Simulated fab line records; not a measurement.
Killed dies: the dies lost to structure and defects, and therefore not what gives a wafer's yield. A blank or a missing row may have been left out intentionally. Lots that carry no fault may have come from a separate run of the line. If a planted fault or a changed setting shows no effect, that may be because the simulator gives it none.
The tool behind it: which one? || flow berkeley-cmos170 || 45 wafers from 15 lots sampled at 3 of the route's 331 steps

## WHAT THE GAUGES READ, wafer by wafer
UCB170_NSD_CD_MEAS_06: target cd 1200 nm. Usual: 1199.9 nm for cd-nm, sd 1.2.
{"lot": "L747", "measured": "day 7 07:11", "on": "cd-sem-01", "cd-nm (nm)": "1201.1 1199.7 1199.8", "flag": ""}
{"lot": "L750", "measured": "day 7 15:55", "on": "cd-sem-02", "cd-nm (nm)": "1201.3 1201.1 1198.7", "flag": ""}
{"lot": "L749", "measured": "day 7 16:08", "on": "cd-sem-02", "cd-nm (nm)": "1199.7 1198.8 1199.2", "flag": ""}
{"lot": "L751", "measured": "day 8 12:27", "on": "cd-sem-02", "cd-nm (nm)": "1202.1 1200.9 1201.2", "flag": ""}
{"lot": "L754", "measured": "day 8 23:14", "on": "cd-sem-02", "cd-nm (nm)": "1199.1 1200.3 1199.2", "flag": ""}
{"lot": "L755", "measured": "day 8 22:50", "on": "cd-sem-02", "cd-nm (nm)": "1201.4 1201.2 1200.6", "flag": ""}
{"lot": "L758", "measured": "day 10 02:59", "on": "cd-sem-02", "cd-nm (nm)": "1200.0 1199.1 1199.6", "flag": ""}
{"lot": "L760", "measured": "day 10 02:19", "on": "cd-sem-02", "cd-nm (nm)": "1198.4 1198.5 1200.0", "flag": ""}
{"lot": "L761", "measured": "day 10 02:42", "on": "cd-sem-01", "cd-nm (nm)": "1200.9 1200.5 1199.2", "flag": ""}
{"lot": "L762", "measured": "day 10 02:05", "on": "cd-sem-01", "cd-nm (nm)": "1198.9 1199.6 1200.7", "flag": ""}
{"lot": "L763", "measured": "day 10 02:23", "on": "cd-sem-01", "cd-nm (nm)": "1199.9 1200.0 1200.2", "flag": ""}
{"lot": "L767", "measured": "day 11 15:43", "on": "cd-sem-02", "cd-nm (nm)": "1198.1 1200.1 1199.7", "flag": ""}
{"lot": "L768", "measured": "day 11 15:49", "on": "cd-sem-01", "cd-nm (nm)": "1202.0 1200.7 1201.8", "flag": ""}
{"lot": "L769", "measured": "day 11 16:03", "on": "cd-sem-02", "cd-nm (nm)": "1200.4 1198.8 1198.6", "flag": ""}
{"lot": "L770", "measured": "day 11 22:51", "on": "cd-sem-02", "cd-nm (nm)": "1199.7 1201.1 1201.2", "flag": ""}

## WHICH TOOL RAN EACH LOT (tool, then ch and the chambers of the sampled wafers, then the start)
{"lot": "L747", "UCB170_NWELL_ETCH_13": "rie-diel-01 ch 0,1,2, day 2 10:52", "UCB170_NLDD_DEVELOP_05": "litho-track-03 ch 0, day 6 21:00"}
{"lot": "L750", "UCB170_NWELL_ETCH_13": "rie-diel-02 ch 0,1,2, day 2 20:15", "UCB170_NLDD_DEVELOP_05": "litho-track-03 ch 0, day 7 07:00"}
{"lot": "L749", "UCB170_NWELL_ETCH_13": "rie-diel-03 ch 0,1,3, day 2 23:43", "UCB170_NLDD_DEVELOP_05": "litho-track-04 ch 0, day 7 06:00"}
{"lot": "L751", "UCB170_NWELL_ETCH_13": "rie-diel-02 ch 0,2,3, day 3 13:32", "UCB170_NLDD_DEVELOP_05": "litho-track-04 ch 0, day 8 02:00"}
{"lot": "L754", "UCB170_NWELL_ETCH_13": "rie-diel-01 ch 0,1, day 4 04:59", "UCB170_NLDD_DEVELOP_05": "litho-track-04 ch 0, day 8 13:00"}
{"lot": "L755", "UCB170_NWELL_ETCH_13": "rie-diel-02 ch 0,1,2, day 4 05:15", "UCB170_NLDD_DEVELOP_05": "litho-track-01 ch 0, day 8 13:00"}
{"lot": "L758", "UCB170_NWELL_ETCH_13": "rie-diel-02 ch 1,2,3, day 5 00:32", "UCB170_NLDD_DEVELOP_05": "litho-track-04 ch 0, day 9 17:00"}
{"lot": "L760", "UCB170_NWELL_ETCH_13": "rie-diel-01 ch 1,3, day 5 05:06", "UCB170_NLDD_DEVELOP_05": "litho-track-01 ch 0, day 9 16:00"}
{"lot": "L761", "UCB170_NWELL_ETCH_13": "rie-diel-02 ch 0,2,3, day 5 05:17", "UCB170_NLDD_DEVELOP_05": "litho-track-03 ch 0, day 9 16:00"}
{"lot": "L762", "UCB170_NWELL_ETCH_13": "rie-diel-01 ch 2,3, day 5 05:25", "UCB170_NLDD_DEVELOP_05": "litho-track-01 ch 0, day 9 16:00"}
{"lot": "L763", "UCB170_NWELL_ETCH_13": "rie-diel-01 ch 1,2, day 5 15:16", "UCB170_NLDD_DEVELOP_05": "litho-track-01 ch 0, day 9 14:00"}
{"lot": "L767", "UCB170_NWELL_ETCH_13": "rie-diel-01 ch 1,2, day 6 16:04", "UCB170_NLDD_DEVELOP_05": "litho-track-01, day 11 03:00"}
{"lot": "L768", "UCB170_NWELL_ETCH_13": "rie-diel-01 ch 1,2,3, day 6 18:32", "UCB170_NLDD_DEVELOP_05": "litho-track-04, day 11 04:00"}
{"lot": "L769", "UCB170_NWELL_ETCH_13": "rie-diel-03 ch 1,2, day 6 18:55", "UCB170_NLDD_DEVELOP_05": "litho-track-03, day 11 04:00"}
{"lot": "L770", "UCB170_NWELL_ETCH_13": "rie-diel-02 ch 0,1, day 7 01:42", "UCB170_NLDD_DEVELOP_05": "litho-track-03 ch 0, day 11 10:00"}
- UCB170_NWELL_ETCH_13: etches Si3N4 in CH3F/Ar/O2, stops on SiO2, target depth 246.4 nm, time 154 s.
- UCB170_NLDD_DEVELOP_05: develop time 45 s.

## AS READ BY THE TOOLS THEMSELVES (means over the sampled wafers that have a number; for cases with no such wafer, the mark the record gives instead)
UCB170_NWELL_ETCH_13. Usual: drypump-motor-current-A 5.8 A, standard deviation 0.42; oes-product-au 0.937 a.u., standard deviation 0.018; throttle-valve-pct 7.99 %, standard deviation 0.12.
{"lot": "L747", "tool": "rie-diel-01", "drypump-motor-current-A (A)": 6.0, "oes-product-au (a.u.)": 0.933, "throttle-valve-pct (%)": 7.98, "flag": ""}
{"lot": "L750", "tool": "rie-diel-02", "drypump-motor-current-A (A)": 5.8, "oes-product-au (a.u.)": 0.947, "throttle-valve-pct (%)": 8.02, "flag": ""}
{"lot": "L749", "tool": "rie-diel-03", "drypump-motor-current-A (A)": 5.7, "oes-product-au (a.u.)": 0.937, "throttle-valve-pct (%)": 7.99, "flag": ""}
{"lot": "L751", "tool": "rie-diel-02", "drypump-motor-current-A (A)": 5.8, "oes-product-au (a.u.)": 0.943, "throttle-valve-pct (%)": 8.00, "flag": ""}
{"lot": "L754", "tool": "rie-diel-01", "drypump-motor-current-A (A)": 6.1, "oes-product-au (a.u.)": 0.923, "throttle-valve-pct (%)": 8.03, "flag": ""}
{"lot": "L755", "tool": "rie-diel-02", "drypump-motor-current-A (A)": 5.8, "oes-product-au (a.u.)": 0.941, "throttle-valve-pct (%)": 8.01, "flag": ""}
{"lot": "L758", "tool": "rie-diel-02", "drypump-motor-current-A (A)": 5.5, "oes-product-au (a.u.)": 0.944, "throttle-valve-pct (%)": 8.05, "flag": ""}
{"lot": "L760", "tool": "rie-diel-01", "drypump-motor-current-A (A)": 5.5, "oes-product-au (a.u.)": 0.931, "throttle-valve-pct (%)": 7.96, "flag": ""}
{"lot": "L761", "tool": "rie-diel-02", "drypump-motor-current-A (A)": 5.8, "oes-product-au (a.u.)": 0.941, "throttle-valve-pct (%)": 7.99, "flag": ""}
{"lot": "L762", "tool": "rie-diel-01", "drypump-motor-current-A (A)": 6.0, "oes-product-au (a.u.)": 0.915, "throttle-valve-pct (%)": 8.05, "flag": ""}
{"lot": "L763", "tool": "rie-diel-01", "drypump-motor-current-A (A)": 5.8, "oes-product-au (a.u.)": 0.921, "throttle-valve-pct (%)": 7.92, "flag": ""}
{"lot": "L767", "tool": "rie-diel-01", "drypump-motor-current-A (A)": 5.6, "oes-product-au (a.u.)": 0.940, "throttle-valve-pct (%)": 7.91, "flag": ""}
{"lot": "L768", "tool": "rie-diel-01", "drypump-motor-current-A (A)": 5.7, "oes-product-au (a.u.)": 0.926, "throttle-valve-pct (%)": 7.99, "flag": ""}
{"lot": "L769", "tool": "rie-diel-03", "drypump-motor-current-A (A)": 6.2, "oes-product-au (a.u.)": 0.927, "throttle-valve-pct (%)": 7.88, "flag": ""}
{"lot": "L770", "tool": "rie-diel-02", "drypump-motor-current-A (A)": 5.8, "oes-product-au (a.u.)": 0.941, "throttle-valve-pct (%)": 7.96, "flag": ""}

UCB170_NLDD_DEVELOP_05. Usual: chill-plate-temp-C 23.03 C, standard deviation 0.1; resist-line-temp-C 23.00 C, standard deviation 0.089.
{"lot": "L747", "tool": "litho-track-03", "chill-plate-temp-C (C)": 23.22, "resist-line-temp-C (C)": 23.10, "flag": ""}
{"lot": "L750", "tool": "litho-track-03", "chill-plate-temp-C (C)": 22.95, "resist-line-temp-C (C)": 23.02, "flag": ""}
{"lot": "L749", "tool": "litho-track-04", "chill-plate-temp-C (C)": 23.04, "resist-line-temp-C (C)": 23.00, "flag": ""}
{"lot": "L751", "tool": "litho-track-04", "chill-plate-temp-C (C)": 23.02, "resist-line-temp-C (C)": 23.02, "flag": ""}
{"lot": "L754", "tool": "litho-track-04", "chill-plate-temp-C (C)": 23.05, "resist-line-temp-C (C)": 22.93, "flag": ""}
{"lot": "L755", "tool": "litho-track-01", "chill-plate-temp-C (C)": 23.07, "resist-line-temp-C (C)": 22.95, "flag": ""}
{"lot": "L758", "tool": "litho-track-04", "chill-plate-temp-C (C)": 23.08, "resist-line-temp-C (C)": 22.97, "flag": ""}
{"lot": "L760", "tool": "litho-track-01", "chill-plate-temp-C (C)": 22.98, "resist-line-temp-C (C)": 22.97, "flag": ""}
{"lot": "L761", "tool": "litho-track-03", "chill-plate-temp-C (C)": 22.94, "resist-line-temp-C (C)": 23.07, "flag": ""}
{"lot": "L762", "tool": "litho-track-01", "chill-plate-temp-C (C)": 23.12, "resist-line-temp-C (C)": 22.98, "flag": ""}
{"lot": "L763", "tool": "litho-track-01", "chill-plate-temp-C (C)": 23.06, "resist-line-temp-C (C)": 22.90, "flag": ""}
{"lot": "L767", "tool": "litho-track-01", "chill-plate-temp-C (C)": "-", "resist-line-temp-C (C)": "-", "flag": "OFF"}
{"lot": "L768", "tool": "litho-track-04", "chill-plate-temp-C (C)": "-", "resist-line-temp-C (C)": "-", "flag": "OFF"}
{"lot": "L769", "tool": "litho-track-03", "chill-plate-temp-C (C)": "-", "resist-line-temp-C (C)": "-", "flag": "OFF"}
{"lot": "L770", "tool": "litho-track-03", "chill-plate-temp-C (C)": 22.99, "resist-line-temp-C (C)": 22.97, "flag": ""}

## THE ANSWER, worked out from the rows above alone
Rule: a lot is off if the mean of its wafers that have a number lies more than 3 standard deviations from the usual mean. A lot without any number at a reading at which 4 lots or more have one is off too. All remaining lots with rows at the step are treated as sound. After the gauges, taken in route order, come the tools' own readings; for these a lot's mean is taken, as printed above. The first step at which some lot is off is used, and at that step the reading that is off furthest; a lot without a number counts as furthest.
Off: L767, L768, L769, at UCB170_NLDD_DEVELOP_05 (chill-plate-temp-C). Without a number there: L767, L768, L769.
If a tool, at that step or one of the process steps before it, ran each lot that is off and ran no sound lot following the first of them, it fits. Of those tried, none fits.

## WHAT THE SIMULATOR HAD PUT IN
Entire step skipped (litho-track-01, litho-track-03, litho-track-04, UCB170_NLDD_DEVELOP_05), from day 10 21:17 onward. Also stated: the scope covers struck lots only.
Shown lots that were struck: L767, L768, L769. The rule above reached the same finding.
